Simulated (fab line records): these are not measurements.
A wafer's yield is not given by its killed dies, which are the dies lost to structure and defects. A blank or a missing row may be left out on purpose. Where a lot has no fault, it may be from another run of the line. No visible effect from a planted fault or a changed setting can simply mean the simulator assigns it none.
Struck lot and sound lot, side by side ; flow rit-cmos ; 33 steps out of a route of 202
Sound: the wafers L227.2, L227.4, L227.5. The struck wafers were L231.1, L231.3, L231.6. The cause is named last.
At each step with rows: each side's tool, then ch and its chambers, then its first start. Under that, the readings that differ: sound wafers ; struck wafers ; difference of the means ; sigmas: that difference in standard deviations of wafers without a fault.
alike: same words and numbers on both sides, and readings whose means sit less than 2 such deviations apart. not compared: any withheld reading, any reading some wafer has no value for, any bound like >300 that may hide the same value, and any number with overlapping values for which the record gives no deviation.
Wherever a step has rows on one side only, a row that says differs or no value, or a row with sigmas, the two part there. Numbers that have no deviation but don't overlap get no sigmas and don't part them. A reading missing from all wafers of one side parts the sides only when that side holds two or more wafers.

RIT_ACTIVE_BOW_MEAS_00:
  sound on film-metro-01, day 2 16:01; struck on film-metro-04, day 3 12:00
  alike: INCOMING_BOW
RIT_ACTIVE_OXIDATION_01: target thk 46.8 nm, ox time 3360 s.
  sound on furnace-04 ch 0, day 2 16:24; struck on furnace-01 ch 0, day 3 13:28
reading;sound;struck;difference;sigmas
model.SiO2_of_ACTIVE_OXIDATION_01.thk-nm (nm);43.09 43.41 44.2;28.95 29.15 28.86;-14.58;
  alike: ox-temp-c-max
RIT_ACTIVE_THK_MEAS_02:
  sound on film-metro-04, day 2 18:20; struck on film-metro-02, day 3 15:24
reading;sound;struck;difference;sigmas
ACTIVE_OXIDE_THK (nm);43.1 43.5 44.2;28.9 29.1 28.8;-14.7;-11
then, 1 step without rows for these wafers: RIT_ACTIVE_CVD_03 (deposits Si3N4 from SiH2Cl2/NH3, target thk 150 nm, time 1500 s).
RIT_ACTIVE_THK_MEAS_04:
  sound on film-metro-01, day 2 19:49; struck on film-metro-02, day 3 16:53
reading;sound;struck;difference;sigmas
ACTIVE_NITRIDE_THK (nm);151.5 151.6 151.1;148.8 148.8 147.2;-3.1;-2
then, 6 steps without rows for these wafers: RIT_ACTIVE_HMDS_05 (prime time 60 s); RIT_ACTIVE_COAT_06 (resist thk 1000 nm); RIT_ACTIVE_SOFTBAKE_07 (time 60 s); RIT_ACTIVE_EXPOSE_08 (exposes mask M1, target cd 1400 nm); RIT_ACTIVE_PEB_09; RIT_ACTIVE_DEVELOP_10 (develop time 50 s).
RIT_ACTIVE_CD_MEAS_11: the cd target is 1400 nm.
  sound on cd-sem-02, day 2 20:52; struck on cd-sem-02, day 3 17:55
  alike: cd-nm
then, 1 step without rows for these wafers: RIT_ACTIVE_HARDBAKE_12 (time 60 s).
RIT_ACTIVE_ETCH_13: etches Si3N4 in SF6, stops on SiO2, time 210 s, target depth 210 nm.
  sound on rie-diel-02 ch 0,1,2, day 2 21:07; struck on rie-diel-04 ch 2,3, day 3 18:11
  alike: drypump-motor-current-A, oes-product-au, throttle-valve-pct
  not compared: rf-hours-counter-h
RIT_ACTIVE_STRIP_14: strips in O2, time 180 s.
  sound on plasma-asher-04 ch 0,1, day 2 21:15; struck on plasma-asher-01 ch 0, day 3 18:19
  alike: drypump-motor-current-A
  not compared: rf-hours-counter-h
RIT_ACTIVE_CD_MEAS_90: the cd target is 1400 nm.
  sound on cd-sem-01, day 2 21:26; struck on cd-sem-01, day 3 18:30
  alike: cd-nm
then, 4 steps without rows for these wafers: RIT_ACTIVE_CLEAN_15 (cleans in SC1, time 600 s); RIT_ACTIVE_CLEAN_16 (cleans in dHF, time 30 s); RIT_ACTIVE_CLEAN_17 (cleans in SC2, time 600 s); RIT_FOX1_OXIDATION_00 (target thk 350.7 nm, ox time 1130 s).
RIT_FOX1_THK_MEAS_01:
  sound on film-metro-03, day 3 00:44; struck on film-metro-03, day 3 20:22
  alike: FOX1_OXIDE_THK
then, 2 steps without rows for these wafers: RIT_FOX1_WET_ETCH_02 (etches SiO2 in BOE, target depth 350 nm, time 390 s); RIT_FOX2_OXIDATION_00 (target thk 350.7 nm, ox time 1130 s).
RIT_FOX2_THK_MEAS_01:
  sound on film-metro-02, day 3 02:23; struck on film-metro-03, day 3 21:56
  alike: FOX2_OXIDE_THK
then, 1 step without rows for these wafers: RIT_FOX2_CLEAN_02 (cleans in dHF, time 180 s).
RIT_FOX2_WET_ETCH_03: etches Si3N4 in H3PO4, target depth 195 nm, time 2700 s.
  sound on wet-bench-02 ch 0, day 3 02:30; struck on wet-bench-02 ch 1, day 3 22:03
reading;sound;struck;difference;sigmas
model.SiO2_of_ACTIVE_OXIDATION_01.thk-nm (nm);38.15 37.79 39.22;25.7 25.86 25.62;-12.7;
RIT_FOX2_THK_MEAS_90:
  sound on film-metro-04, day 3 03:16; struck on film-metro-03, day 3 22:49
  alike: FIELD_OXIDE_LEFT_1_THK
then, 4 steps without rows for these wafers: RIT_NWELL_HMDS_00 (prime time 60 s); RIT_NWELL_COAT_01 (resist thk 1300 nm); RIT_NWELL_SOFTBAKE_02 (time 60 s); RIT_NWELL_EXPOSE_03 (exposes mask M2, target cd 43900 nm).
RIT_GATE_ETCH_19: etches poly-Si in SF6/CHF3/O2, stops on SiO2, time 165 s, target depth 312.5 nm.
  sound on rie-si-01 ch 0,1, day 3 23:32; struck on rie-si-01 ch 1,2, day 4 20:52
  alike: CHF3_flow_sccm, drypump-motor-current-A, oes-product-au, throttle-valve-pct
  not compared: rf-hours-counter-h, model.GATE.cd-nm
RIT_M1_PROBE_99:
  sound wafers here have rows in the record (prober-01, day 4 21:05); struck ones have none

## WHERE THEY PART
At RIT_ACTIVE_THK_MEAS_02 first; at RIT_M1_PROBE_99 last (within this record only).

WHY: what the simulator had put in
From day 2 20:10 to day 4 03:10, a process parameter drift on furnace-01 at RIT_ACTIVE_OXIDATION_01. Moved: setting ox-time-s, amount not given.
